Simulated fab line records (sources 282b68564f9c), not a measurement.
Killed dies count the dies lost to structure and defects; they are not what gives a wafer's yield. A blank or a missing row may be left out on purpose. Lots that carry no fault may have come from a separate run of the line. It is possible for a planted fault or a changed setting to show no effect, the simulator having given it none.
Struck lot and sound lot, side by side / flow rit_cmos / 43 steps out of a route of 202
Sound: these wafers, L447.1, L447.2, L447.3. Struck: wafers L456.1, L456.3, L456.4. Last of all comes the cause.
For every step that has rows: the tool of each side, followed by ch and its chambers, followed by its first start. Under that, the readings that differ: sound wafers / struck wafers / difference of the means / sigmas: that difference in standard deviations of wafers without a fault.
alike: readings whose means differ by less than 2 such deviations, and words and numbers that are the same on both sides. not compared: withheld readings, readings that some wafer has no value for, bounds like >300 that may hide the same value, and numbers for which the record gives no deviation and whose values overlap.
A row with sigmas, a row that says differs or no value, or rows on one side alone: a step with any of these is where the two part. When numbers do not overlap yet have no deviation, they are printed without sigmas and do not part them. A reading that every wafer of one side lacks parts them only if that side has two wafers or more.

first, 5 steps without rows for these wafers: RIT_ACTIVE_COAT_06 (resist thk 1000 nm); RIT_ACTIVE_SOFTBAKE_07 (time 60 s); RIT_ACTIVE_EXPOSE_08 (exposes mask M1, target cd 1400 nm); RIT_ACTIVE_PEB_09; RIT_ACTIVE_DEVELOP_10 (develop time 50 s).
RIT_ACTIVE_CD_MEAS_11: target cd 1400 nm.
  sound on cd_sem-01 at day 1 15:22; struck on cd_sem-01 at day 3 11:34
  alike: cd_nm
then, 1 step without rows for these wafers: RIT_ACTIVE_HARDBAKE_12 (time 60 s).
RIT_ACTIVE_ETCH_13: etches Si3N4 in SF6, stops on SiO2, time 210 s, target depth 210 nm.
  sound on rie_diel-01 ch 1,2,3, day 1 15:46; struck on rie_diel-04 ch 0,1,2, day 3 11:56
  alike: chamber_pressure_mTorr, drypump_motor_current_A, oes_product_au, throttle_valve_pct
  not compared: rf_hours_counter_h
RIT_ACTIVE_STRIP_14: strips in O2, time 180 s.
  sound on plasma_asher-01 ch 0,1, day 1 15:54; struck on plasma_asher-01 ch 0,1, day 3 12:05
  alike: chamber_pressure_mTorr, drypump_motor_current_A
  not compared: rf_hours_counter_h
RIT_ACTIVE_CD_MEAS_90: target cd 1400 nm.
  sound on cd_sem-01 at day 1 16:05; struck on cd_sem-01 at day 3 12:15
  alike: cd_nm
then, 2 steps without rows for these wafers: RIT_ACTIVE_CLEAN_15 (cleans in SC1, time 600 s); RIT_ACTIVE_CLEAN_16 (cleans in dHF, time 30 s).
RIT_ACTIVE_CLEAN_17: cleans in SC2, time 600 s.
  sound on wet_bench-01 ch 0, day 1 16:24; struck on wet_bench-03 ch 0, day 3 12:34
  alike: temp_c
then, 1 step without rows for these wafers: RIT_FOX1_OXIDATION_00 (target thk 350.7 nm, ox time 1130 s).
RIT_FOX1_THK_MEAS_01:
  sound on film_metro-02 at day 1 17:55; struck on film_metro-01 at day 3 14:03
  alike: FOX1_OXIDE_THK
then, 2 steps without rows for these wafers: RIT_FOX1_WET_ETCH_02 (etches SiO2 in BOE, target depth 350 nm, time 390 s); RIT_FOX2_OXIDATION_00 (target thk 350.7 nm, ox time 1130 s).
RIT_FOX2_THK_MEAS_01:
  sound on film_metro-03 at day 1 19:25; struck on film_metro-04 at day 3 15:32
reading=FOX2_OXIDE_THK (nm); sound=363 362 355; struck=343 344 340; difference=-18; sigmas=-3
then, 2 steps without rows for these wafers: RIT_FOX2_CLEAN_02 (cleans in dHF, time 180 s); RIT_FOX2_WET_ETCH_03 (etches Si3N4 in H3PO4, target depth 195 nm, time 2700 s).
RIT_FOX2_THK_MEAS_90:
  sound on film_metro-04 at day 1 20:22; struck on film_metro-04 at day 3 16:25
reading=FIELD_OXIDE_LEFT_1_THK (nm); sound=336 335 328; struck=316 317 313; difference=-18; sigmas=-3
then, 6 steps without rows for these wafers: RIT_NWELL_HMDS_00 (prime time 62.11 s); RIT_NWELL_COAT_01 (resist thk 1300 nm); RIT_NWELL_SOFTBAKE_02 (time 60 s); RIT_NWELL_EXPOSE_03 (exposes mask M2, target cd 43900 nm); RIT_NWELL_PEB_04; RIT_NWELL_DEVELOP_05 (develop time 68 s).
RIT_NWELL_OVL_MEAS_06:
  sound on overlay-02 at day 1 21:26; struck on overlay-02 at day 3 17:29
  alike: NWELL_OVL
then, 2 steps without rows for these wafers: RIT_NWELL_HARDBAKE_07 (time 120 s); RIT_NWELL_IMPLANT_08.
RIT_NWELL_STRIP_09: strips in O2, time 180 s.
  sound on plasma_asher-03 ch 0,1, day 1 21:52; struck on plasma_asher-01 ch 0,1, day 3 17:55
reading=drypump_motor_current_A (A); sound=6.4 5.7 6.4; struck=5.0 5.5 5.0; difference=-1.0; sigmas=-2
  alike: chamber_pressure_mTorr
  not compared: rf_hours_counter_h
RIT_NWELL_TW_MEAS_10:
  sound on film_metro-04 at day 1 22:02; struck on film_metro-02 at day 3 18:05
reading=NWELL_TW; sound=2133 2130 2122; struck=2156 2155 2156; difference=+27; sigmas=+2
then, 2 steps without rows for these wafers: RIT_PWELL_HMDS_00 (prime time 60 s); RIT_PWELL_COAT_01 (resist thk 1300 nm).
RIT_PWELL_SOFTBAKE_02: time 61.31 s.
  sound on litho_track-02 ch 0, day 1 22:24; struck on litho_track-04 ch 0, day 3 18:27
  alike: plate_sensor_t_centre_C, plate_sensor_t_edge_C, softbake_temp_c
then, 3 steps without rows for these wafers: RIT_PWELL_EXPOSE_03 (exposes mask M3, target cd 43700 nm); RIT_PWELL_PEB_04; RIT_PWELL_DEVELOP_05 (develop time 68 s).
RIT_PWELL_OVL_MEAS_06:
  sound on overlay-02 at day 1 23:07; struck on overlay-02 at day 3 19:02
  alike: PWELL_OVL
then, 2 steps without rows for these wafers: RIT_PWELL_HARDBAKE_07 (time 120 s); RIT_PWELL_IMPLANT_08.
RIT_PWELL_STRIP_09: strips in O2, time 180 s.
  sound on plasma_asher-01 ch 0,1, day 1 23:32; struck on plasma_asher-04 ch 0,1, day 3 19:28
  alike: chamber_pressure_mTorr, drypump_motor_current_A
  not compared: rf_hours_counter_h
RIT_M1_PROBE_99:
  sound on prober-02 at day 3 11:34; struck on prober-01 at day 5 06:07
reading=model.etest.pmos_0p15.gate_log10_a_cm2; sound=-6.015 -6.148 -6.433; struck=-1.008 -1.037 -1.064; difference=+5.162; sigmas=
reading=model.etest.nmos_0p15.gate_log10_a_cm2; sound=-4.958 -5.272 -5.41; struck=-0.3246 -0.4681 -0.4293; difference=+4.8060; sigmas=
reading=model.etest.gate_to_diffusion_comb.leak_log10_a_um; sound=-11.98 -12.19 -12.31; struck=-7.419 -7.634 -7.475; difference=+4.651; sigmas=
reading=model.etest.gate_end_array.leak_log10_a_um; sound=-12.76 -12.79 -12.88; struck=-10.85 -10.27 -10.61; difference=+2.23; sigmas=
reading=model.etest.nmos_0p3.off_log10_a_um; sound=-12.92 -12.9 -13.02; struck=-10.97 -10.51 -10.84; difference=+2.17; sigmas=
reading=model.etest.nmos_narrow.off_log10_a_um; sound=-13.07 -13.1 -13.14; struck=-10.94 -10.93 -10.95; difference=+2.16; sigmas=
reading=model.etest.pmos_0p3.off_log10_a_um; sound=-12.8 -12.8 -12.92; struck=-10.61 -10.65 -10.87; difference=+2.13; sigmas=
reading=model.etest.nmos_0p15.gate_bv_v (V); sound=4.727 4.795 4.843; struck=2.824 2.816 2.832; difference=-1.964; sigmas=
  alike: killed_at_contacts, killed_at_front_end, killed_dies, killed_open, killed_short

## WHERE THEY PART
Earliest at RIT_FOX2_THK_MEAS_01; latest, in this record, at RIT_NWELL_TW_MEAS_10. Later steps at which nothing parts them and some readings are alike: RIT_PWELL_SOFTBAKE_02, RIT_PWELL_OVL_MEAS_06, RIT_PWELL_STRIP_09, RIT_M1_PROBE_99.

WHY: the cause the simulator had injected
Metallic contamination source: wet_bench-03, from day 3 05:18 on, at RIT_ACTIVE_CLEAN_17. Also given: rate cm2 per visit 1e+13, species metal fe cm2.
